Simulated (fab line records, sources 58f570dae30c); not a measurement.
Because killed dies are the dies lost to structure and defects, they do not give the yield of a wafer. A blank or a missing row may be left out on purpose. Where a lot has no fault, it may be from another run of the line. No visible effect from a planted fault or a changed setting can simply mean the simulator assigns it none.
Which of the tools did it? | flow berkeley_cmos170 | Sampling: 11 lots, 33 wafers, 4 of 331 route steps

## WHAT THE GAUGES SHOWED, per wafer
UCB170_ACTIVE_THK_MEAS_03.
lot  | measured    | on            | ACTIVE_OXIDE_THK (nm)
L828 | day 4 18:59 | film_metro-01 | 25.5 26.3 26.2
L829 | day 5 07:35 | film_metro-04 | 26.6 27.0 26.8
L830 | day 5 07:32 | film_metro-01 | 27.1 27.0 27.1
L831 | day 5 07:32 | film_metro-02 | 25.9 26.3 25.8
L832 | day 5 07:32 | film_metro-04 | 26.1 26.3 26.3
L833 | day 5 21:24 | film_metro-01 | 27.3 27.2 26.8
L835 | day 5 21:23 | film_metro-02 | 26.7 26.2 26.3
L840 | day 7 09:28 | film_metro-04 | 30.0 30.2 29.8
L841 | day 7 09:28 | film_metro-02 | 29.6 29.4 29.1
L845 | day 7 22:28 | film_metro-02 | 27.1 26.7 26.5
L851 | day 9 22:37 | film_metro-01 | 25.9 25.6 25.5

UCB170_PVT_TW_MEAS_09.
lot  | measured     | on            | PVT_TW
L828 | day 6 21:16  | film_metro-03 | 511 512 511
L829 | day 7 13:48  | film_metro-03 | 510 516 515
L830 | day 7 13:57  | film_metro-03 | 513 511 509
L831 | day 7 14:16  | film_metro-04 | 510 507 508
L832 | day 7 14:10  | film_metro-03 | 514 510 510
L833 | day 8 02:32  | film_metro-02 | 504 507 502
L835 | day 8 02:14  | film_metro-02 | 502 501 501
L840 | day 9 21:21  | film_metro-02 | 501 504 504
L841 | day 9 21:03  | film_metro-02 | 503 505 504
L845 | day 10 05:04 | film_metro-04 | 503 502 499
L851 | day 11 23:23 | film_metro-02 | 508 507 508

UCB170_GATE_CD_MEAS_12 targets a cd of 350 nm.
lot  | measured     | on        | cd_nm (nm)
L828 | day 7 15:37  | cd_sem-01 | 352.2 352.2 351.7
L829 | day 8 03:58  | cd_sem-02 | 350.4 351.5 350.3
L830 | day 8 04:30  | cd_sem-01 | 351.1 351.7 351.1
L831 | day 8 04:05  | cd_sem-01 | 348.5 349.7 349.2
L832 | day 8 04:16  | cd_sem-02 | 351.1 351.3 349.8
L833 | day 8 21:55  | cd_sem-02 | 352.0 350.9 352.0
L835 | day 8 21:41  | cd_sem-01 | 349.8 350.0 351.1
L840 | day 10 13:28 | cd_sem-02 | 350.0 350.2 349.0
L841 | day 10 13:26 | cd_sem-01 | 350.4 351.9 349.8
L845 | day 10 17:39 | cd_sem-02 | 351.3 351.4 351.1
L851 | day 12 15:08 | cd_sem-02 | 348.9 349.0 348.7

## WHICH TOOL RAN EACH LOT (tool, then ch and the chambers of the sampled wafers, then the start)
lot  | UCB170_ACTIVE_OXIDATION_02
L828 | furnace-04 ch 0, day 4 17:38
L829 | furnace-01 ch 0, day 5 06:11
L830 | furnace-01 ch 0, day 5 06:11
L831 | furnace-01 ch 0, day 5 06:11
L832 | furnace-01 ch 0, day 5 06:11
L833 | furnace-02 ch 0, day 5 20:01
L835 | furnace-02 ch 0, day 5 20:01
L840 | furnace-01 ch 0, day 7 08:07
L841 | furnace-01 ch 0, day 7 08:07
L845 | furnace-04 ch 0, day 7 21:07
L851 | furnace-02 ch 0, day 9 21:16
- UCB170_ACTIVE_OXIDATION_02: target thk 26.4 nm, ox time 1260 s.

## AS READ BY THE TOOLS THEMSELVES (means over the sampled wafers that have a number; for cases with no such wafer, the mark the record gives instead)
The record holds no such reading with a usual standard deviation.

## THE ANSWER, worked out from the rows above alone
Rule: what is usual is taken from the lots themselves. The widest of any qualifying gaps counts: lots, ordered by their means at a reading, are off when they make up no more than a third of the lots, leave a main group of 4 or more, and stand apart from it by 3 or more times the standard deviation of that group's means. The tables above print the reading to a certain number of digits; a main group whose means all agree to those digits is not used. Also off: a lot with no number at a reading for which 4 or more lots have one. The other lots that the step has rows for count as sound. Order of review: gauges by route order, followed by the tools' own readings, for which a lot's mean as printed above is used. The first step at which some lot is off is used, and at that step the reading that is off furthest; a lot without a number counts as furthest.
Off: L840, L841, seen at UCB170_ACTIVE_THK_MEAS_03 (ACTIVE_OXIDE_THK). Main group: mean 26.4 nm, sd 0.48.
A tool fits if, at a process step before that reading, it ran every lot that is off, and no sound lot after the first of them. Those tools and the gauges at UCB170_ACTIVE_THK_MEAS_03 are tried in the same way. One fits: furnace-01 at UCB170_ACTIVE_OXIDATION_02. Its last sound lot is L829 (day 5 06:11), its first lot that is off L840 (day 7 08:07): a fault that began between those two fits.

## WHAT HAD BEEN PUT IN BY THE SIMULATOR
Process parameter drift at UCB170_ACTIVE_OXIDATION_02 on furnace-01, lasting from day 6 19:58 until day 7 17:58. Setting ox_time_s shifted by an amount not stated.
Shown lots that were struck: L840, L841. Same finding as the rule above.
